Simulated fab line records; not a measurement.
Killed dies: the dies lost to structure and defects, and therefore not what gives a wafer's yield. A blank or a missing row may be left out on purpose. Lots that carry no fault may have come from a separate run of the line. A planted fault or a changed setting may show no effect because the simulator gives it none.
Which of the tools did it? + flow ritCmos + Sampling: 13 lots, 39 wafers, 8 of 202 route steps

== WHAT THE GAUGES SHOWED, per wafer ==
RIT_NRETRO_OVL_MEAS_06.
| lot  | measured    | on         | NRETRO_OVL (nm) |
|------|-------------|------------|-----------------|
| L466 | day 2 06:52 | overlay-01 | -1.1 -0.5 -1.0  |
| L467 | day 2 11:40 | overlay-01 | -0.2 -2.8 -0.6  |
| L469 | day 2 22:01 | overlay-01 | -3.2 0.5 -1.4   |
| L470 | day 3 02:56 | overlay-01 | -0.5 -4.7 -0.6  |
| L473 | day 3 17:13 | overlay-02 | -0.1 -1.5 0.6   |
| L474 | day 3 23:23 | overlay-01 | -1.3 -2.9 -3.4  |
| L475 | day 4 07:16 | overlay-02 | 2.0 -1.2 -1.8   |
| L476 | day 4 10:34 | overlay-02 | -0.7 0.0 -0.3   |
| L478 | day 4 18:36 | overlay-01 | -1.6 0.3 1.8    |
| L485 | day 6 06:11 | overlay-02 | -1.3 -0.2 0.9   |
| L486 | day 6 10:49 | overlay-01 | 0.7 0.4 0.9     |
| L487 | day 6 16:29 | overlay-02 | -0.7 -1.9 -0.7  |
| L489 | day 7 02:47 | overlay-02 | 0.8 0.7 0.9     |

RIT_GATE_THK_MEAS_09.
| lot  | measured    | on           | GATE_POLY_THK (nm) |
|------|-------------|--------------|--------------------|
| L466 | day 2 16:00 | filmMetro-03 | 251.1 249.8 252.8  |
| L467 | day 2 17:37 | filmMetro-04 | 249.8 249.3 248.3  |
| L469 | day 3 04:41 | filmMetro-02 | 252.9 253.7 254.6  |
| L470 | day 3 09:38 | filmMetro-03 | 253.3 251.8 251.6  |
| L473 | day 3 22:55 | filmMetro-03 | 249.8 250.4 249.5  |
| L474 | day 4 05:50 | filmMetro-02 | 248.9 251.0 250.5  |
| L475 | day 4 14:29 | filmMetro-02 | 248.7 249.6 248.7  |
| L476 | day 4 16:59 | filmMetro-03 | 248.8 252.8 249.4  |
| L478 | day 5 04:21 | filmMetro-03 | 249.9 248.1 247.7  |
| L485 | day 6 12:23 | filmMetro-02 | 251.0 250.7 249.8  |
| L486 | day 6 19:58 | filmMetro-04 | 250.3 248.2 248.6  |
| L487 | day 6 22:34 | filmMetro-03 | 247.6 249.3 250.9  |
| L489 | day 7 10:42 | filmMetro-04 | 247.9 249.1 248.2  |

RIT_SDANNEAL_RS_MEAS_04: measurement is done with a four-point probe.
| lot  | measured    | on           | PSD_RS (ohm/sq)   |
|------|-------------|--------------|-------------------|
| L466 | day 3 05:49 | filmMetro-01 | 115.8 115.4 115.6 |
| L467 | day 3 08:30 | filmMetro-02 | 115.9 115.8 115.4 |
| L469 | day 3 20:39 | filmMetro-02 | 115.7 115.1 115.4 |
| L470 | day 4 00:26 | filmMetro-01 | 115.6 115.4 115.6 |
| L473 | day 4 13:07 | filmMetro-04 | 115.7 115.5 115.7 |
| L474 | day 4 22:00 | filmMetro-01 | 115.2 115.3 114.9 |
| L475 | day 5 05:32 | filmMetro-04 | 115.6 115.6 115.6 |
| L476 | day 5 08:38 | filmMetro-02 | 97.3 97.4 97.7    |
| L478 | day 5 18:18 | filmMetro-02 | 97.7 97.3 97.4    |
| L485 | day 7 03:02 | filmMetro-02 | 115.8 115.9 115.9 |
| L486 | day 7 10:41 | filmMetro-02 | 116.1 115.6 116.0 |
| L487 | day 7 12:17 | filmMetro-01 | 115.2 115.5 115.5 |
| L489 | day 8 02:58 | filmMetro-02 | 115.9 115.8 115.7 |

RIT_SDANNEAL_RS_MEAS_05: measurement is done with a four-point probe.
| lot  | measured    | on           | NSD_RS (ohm/sq) |
|------|-------------|--------------|-----------------|
| L466 | day 3 05:56 | filmMetro-01 | 84.2 84.0 84.0  |
| L467 | day 3 08:37 | filmMetro-02 | 84.4 84.4 84.2  |
| L469 | day 3 20:46 | filmMetro-02 | 84.4 84.6 84.3  |
| L470 | day 4 00:33 | filmMetro-01 | 84.1 84.0 84.0  |
| L473 | day 4 13:14 | filmMetro-04 | 84.9 84.7 84.7  |
| L474 | day 4 22:07 | filmMetro-01 | 84.5 85.1 84.5  |
| L475 | day 5 05:40 | filmMetro-04 | 84.4 84.6 85.1  |
| L476 | day 5 08:45 | filmMetro-02 | 81.5 81.2 81.5  |
| L478 | day 5 18:25 | filmMetro-02 | 81.9 82.1 81.8  |
| L485 | day 7 03:10 | filmMetro-02 | 84.0 83.8 84.1  |
| L486 | day 7 10:49 | filmMetro-02 | 84.9 84.8 84.7  |
| L487 | day 7 12:25 | filmMetro-01 | 84.0 84.1 83.8  |
| L489 | day 8 03:05 | filmMetro-02 | 84.4 84.4 84.7  |

RIT_SDANNEAL_RS_MEAS_06: measurement is done with a four-point probe.
| lot  | measured    | on           | PLDD_RS (ohm/sq)  |
|------|-------------|--------------|-------------------|
| L466 | day 3 06:04 | filmMetro-01 | 177.5 178.0 178.7 |
| L467 | day 3 08:44 | filmMetro-02 | 179.0 178.5 178.4 |
| L469 | day 3 20:53 | filmMetro-02 | 178.3 178.3 178.2 |
| L470 | day 4 00:40 | filmMetro-01 | 177.8 178.0 177.3 |
| L473 | day 4 13:22 | filmMetro-04 | 178.1 178.5 177.7 |
| L474 | day 4 22:14 | filmMetro-01 | 178.2 178.4 177.5 |
| L475 | day 5 05:47 | filmMetro-04 | 178.1 178.6 178.3 |
| L476 | day 5 08:52 | filmMetro-02 | 161.2 161.5 161.8 |
| L478 | day 5 18:32 | filmMetro-02 | 161.1 161.0 161.3 |
| L485 | day 7 03:17 | filmMetro-02 | 178.4 177.4 178.4 |
| L486 | day 7 10:56 | filmMetro-02 | 179.0 178.6 178.6 |
| L487 | day 7 12:32 | filmMetro-01 | 178.4 177.7 178.1 |
| L489 | day 8 03:13 | filmMetro-02 | 178.3 178.6 178.3 |

RIT_SDANNEAL_RS_MEAS_07: measurement is done with a four-point probe.
| lot  | measured    | on           | NLDD_RS (ohm/sq)  |
|------|-------------|--------------|-------------------|
| L466 | day 3 06:11 | filmMetro-01 | 151.2 150.6 151.2 |
| L467 | day 3 08:52 | filmMetro-02 | 151.3 151.4 151.9 |
| L469 | day 3 21:01 | filmMetro-02 | 152.6 152.3 152.3 |
| L470 | day 4 00:47 | filmMetro-01 | 150.8 150.5 150.8 |
| L473 | day 4 13:29 | filmMetro-04 | 152.1 151.3 151.6 |
| L474 | day 4 22:22 | filmMetro-01 | 151.8 151.3 151.0 |
| L475 | day 5 05:54 | filmMetro-04 | 150.6 151.1 151.1 |
| L476 | day 5 08:59 | filmMetro-02 | 148.8 148.4 148.7 |
| L478 | day 5 18:40 | filmMetro-02 | 148.9 148.7 148.5 |
| L485 | day 7 03:24 | filmMetro-02 | 151.5 151.5 152.2 |
| L486 | day 7 11:03 | filmMetro-02 | 151.9 151.8 151.8 |
| L487 | day 7 12:39 | filmMetro-01 | 151.1 151.0 151.4 |
| L489 | day 8 03:20 | filmMetro-02 | 151.8 151.7 151.4 |

== TOOL THAT RAN EACH LOT (tool first, then ch and the chambers of the sampled wafers, then the start) ==
| lot  | RIT_GATE_STRIP_20                  | RIT_SDANNEAL_RTA_03            |
|------|------------------------------------|--------------------------------|
| L466 | plasmaAsher-02 ch 0,1, day 2 17:20 | rtpAnneal-02 ch 0, day 3 05:46 |
| L467 | plasmaAsher-03 ch 0,1, day 2 18:56 | rtpAnneal-01 ch 0, day 3 08:27 |
| L469 | plasmaAsher-03 ch 0,1, day 3 06:02 | rtpAnneal-01 ch 0, day 3 20:35 |
| L470 | plasmaAsher-03 ch 1, day 3 10:59   | rtpAnneal-02 ch 0, day 4 00:22 |
| L473 | plasmaAsher-02 ch 0,1, day 4 00:39 | rtpAnneal-01 ch 0, day 4 13:04 |
| L474 | plasmaAsher-02 ch 0,1, day 4 07:35 | rtpAnneal-02 ch 0, day 4 21:55 |
| L475 | plasmaAsher-02 ch 0,1, day 4 15:49 | rtpAnneal-01 ch 0, day 5 05:29 |
| L476 | plasmaAsher-02 ch 0,1, day 4 18:26 | rtpAnneal-02 ch 0, day 5 08:34 |
| L478 | plasmaAsher-02 ch 0,1, day 5 05:48 | rtpAnneal-02 ch 0, day 5 18:15 |
| L485 | plasmaAsher-02 ch 0,1, day 6 13:44 | rtpAnneal-01 ch 0, day 7 02:57 |
| L486 | plasmaAsher-03 ch 0, day 6 21:17   | rtpAnneal-01 ch 0, day 7 10:38 |
| L487 | plasmaAsher-03 ch 0,1, day 6 23:53 | rtpAnneal-01 ch 0, day 7 12:14 |
| L489 | plasmaAsher-01 ch 0,1, day 7 12:05 | rtpAnneal-01 ch 0, day 8 02:54 |
- RIT_GATE_STRIP_20: strips in O2, time 180 s.
- RIT_SDANNEAL_RTA_03: time 5 s.

== AS READ BY THE TOOLS THEMSELVES (means over the sampled wafers that have a number; for cases with no such wafer, the mark the record gives instead) ==
RIT_GATE_STRIP_20.
| lot  | tool           | drypumpMotorCurrentA (A) | rfReflPowerW (W) |
|------|----------------|--------------------------|------------------|
| L466 | plasmaAsher-02 | 5.5                      | 8.3              |
| L467 | plasmaAsher-03 | 5.3                      | 5.9              |
| L469 | plasmaAsher-03 | 5.3                      | 5.9              |
| L470 | plasmaAsher-03 | 5.4                      | 5.1              |
| L473 | plasmaAsher-02 | 5.6                      | 8.3              |
| L474 | plasmaAsher-02 | 5.9                      | 6.8              |
| L475 | plasmaAsher-02 | 5.9                      | 6.8              |
| L476 | plasmaAsher-02 | 5.6                      | 8.0              |
| L478 | plasmaAsher-02 | 5.6                      | 8.1              |
| L485 | plasmaAsher-02 | 5.9                      | 6.9              |
| L486 | plasmaAsher-03 | 5.1                      | 8.1              |
| L487 | plasmaAsher-03 | 5.3                      | 5.8              |
| L489 | plasmaAsher-01 | 5.8                      | 6.3              |

RIT_SDANNEAL_RTA_03.
| lot  | tool         | rampUpCPerS | wafer_temp_C_max |
|------|--------------|-------------|------------------|
| L466 | rtpAnneal-02 | 342.03      | 1054.3           |
| L467 | rtpAnneal-01 | 341.96      | 1052.7           |
| L469 | rtpAnneal-01 | 341.97      | 1053.6           |
| L470 | rtpAnneal-02 | 341.99      | 1054.4           |
| L473 | rtpAnneal-01 | 342.01      | 1053.4           |
| L474 | rtpAnneal-02 | 341.97      | 1052.0           |
| L475 | rtpAnneal-01 | 342.01      | 1053.6           |
| L476 | rtpAnneal-02 | 342.00      | 1053.0           |
| L478 | rtpAnneal-02 | 342.05      | 1053.4           |
| L485 | rtpAnneal-01 | 341.99      | 1055.0           |
| L486 | rtpAnneal-01 | 342.02      | 1053.4           |
| L487 | rtpAnneal-01 | 341.98      | 1052.5           |
| L489 | rtpAnneal-01 | 342.01      | 1053.8           |

== THE ANSWER, worked out from the rows above alone ==
Rule: usual is defined by the lots themselves. The widest of any qualifying gaps counts: lots, ordered by their means at a reading, are off when they make up no more than a third of the lots, leave a main group of 4 or more, and stand apart from it by 3 or more times the standard deviation of that group's means. A main group is skipped when, at the precision printed for the reading in the tables above, its means are all equal. A lot without any number at a reading at which 4 lots or more have one is off too. Any other lot the step has rows for is counted as sound. Order of review: gauges by route order, followed by the tools' own readings, for which a lot's mean as printed above is used. The first step at which some lot is off is used, and at that step the reading that is off furthest; a lot without a number counts as furthest.
Off: at RIT_SDANNEAL_RS_MEAS_04 (PSD_RS), L476, L478. Main group: mean 115.6 ohm/sq, sd 0.22.
If a tool, at a process step before that reading, ran all the lots that are off and no sound lot after the first of them, it fits. The gauges at RIT_SDANNEAL_RS_MEAS_04 are tried like those tools. One fits: RIT_SDANNEAL_RTA_03 on rtpAnneal-02. A fault onset in the window from L474 (day 4 21:55, its last sound lot) to L476 (day 5 08:34, its first lot off) fits.

== WHAT WAS PUT IN BY THE SIMULATOR ==
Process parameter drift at RIT_SDANNEAL_RTA_03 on rtpAnneal-02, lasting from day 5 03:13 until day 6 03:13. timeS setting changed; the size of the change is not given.
Struck lots among those shown: L476, L478. The rule above reached the same finding.
